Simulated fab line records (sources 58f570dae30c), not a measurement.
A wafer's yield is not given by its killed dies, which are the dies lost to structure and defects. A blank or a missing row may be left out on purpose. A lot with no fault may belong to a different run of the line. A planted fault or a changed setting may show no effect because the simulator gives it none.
One fault through the eyes of 2 desks    flow berkeley cmos170    only its own numbers are on each desk; what lay behind them is given at the end

== FOR THE TOOL OWNER'S DESK: implanter-01 ==
For each lot that ran on this tool, the mean over its sampled wafers that have a number, from the tool's own readings at UCB170_NLDD_IMPLANT_08. If a lot's mean is further than 4 standard deviations from the usual mean, the lot is out of limits and carries the mark OUT (the distance appears in the brackets).
Columns: A = dose ions cm2 at UCB170_NLDD_IMPLANT_08, usual 5e+13; B = rotation deg at UCB170_NLDD_IMPLANT_08, usual 0.002 degrees
lot   first seen here  A      B
L653  day 7 04:16      5e+13  0.001
L655  day 7 19:35      5e+13  -0.002
L660  day 9 02:33      5e+13  0.015
L664  day 9 22:59      5e+13  -0.008
L665  day 10 10:46     5e+13  0.007
L667  day 10 16:07     5e+13  0.005
L668  day 11 07:34     5e+13  -0.004
L669  day 11 08:10     5e+13  0.011
This desk's finding: nothing out of limits on any of the 8 lots.

== FROM THE METROLOGY DESK ==
What the gauges read for every lot (on any tool): the sampled wafers with a number, averaged. If a lot's mean is further than 4 standard deviations from the usual mean, the lot is out of limits and carries the mark OUT (the distance appears in the brackets).
Columns: A = PSD_TW at UCB170_PSD_TW_MEAS_10, usual 2318; B = NLDD_RS at UCB170_SDANNEAL_RS_MEAS_05, usual 616.6 ohm/sq
lot   first seen here  A     B
L653  day 7 12:04      2312  616.1
L654  day 8 04:55      2305  613.8
L655  day 8 05:10      2324  619.0
L658  day 8 23:46      2331  616.2
L657  day 9 00:19      2333  614.6
L660  day 9 10:16      2315  617.4
L661  day 9 10:32      2297  618.1
L663  day 10 07:55     2323  618.3
L664  day 10 08:11     2335  617.2
L666  day 10 22:16     2327  614.8
L665  day 10 22:32     2294  619.1
L667  day 10 22:32     2311  563.4 (-33) OUT
L669  day 11 17:08     2311  563.2 (-33) OUT
L668  day 11 17:23     2337  554.2 (-39) OUT
L671  day 12 02:38     2297  615.1
This desk finds L667, L668, L669 out of limits, with the earliest case on L667 at day 11 01:47 (NLDD_RS at UCB170_SDANNEAL_RS_MEAS_05). L653, L654, L655, L658, L657, L660, L661, L663, L664, L666, L665, L671: within limits.

== BROUGHT TOGETHER ==
L667, L668, L669 would have let the metrology desk raise an alarm at day 11 01:47.
Nothing out of limits was seen by the tool owner's desk.
Tool owner's desk: L667, L668, L669 on record, inside its limits.
All the named lots went through UCB170_NLDD_IMPLANT_08 on implanter-01.

== WHAT HAD BEEN PUT IN BY THE SIMULATOR ==
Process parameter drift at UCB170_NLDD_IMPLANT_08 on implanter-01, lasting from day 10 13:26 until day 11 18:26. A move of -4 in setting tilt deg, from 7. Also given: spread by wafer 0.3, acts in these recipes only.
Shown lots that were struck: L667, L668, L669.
Time in hours between the start of the fault and the first out-of-limits reading at each desk: metrology desk, 12.
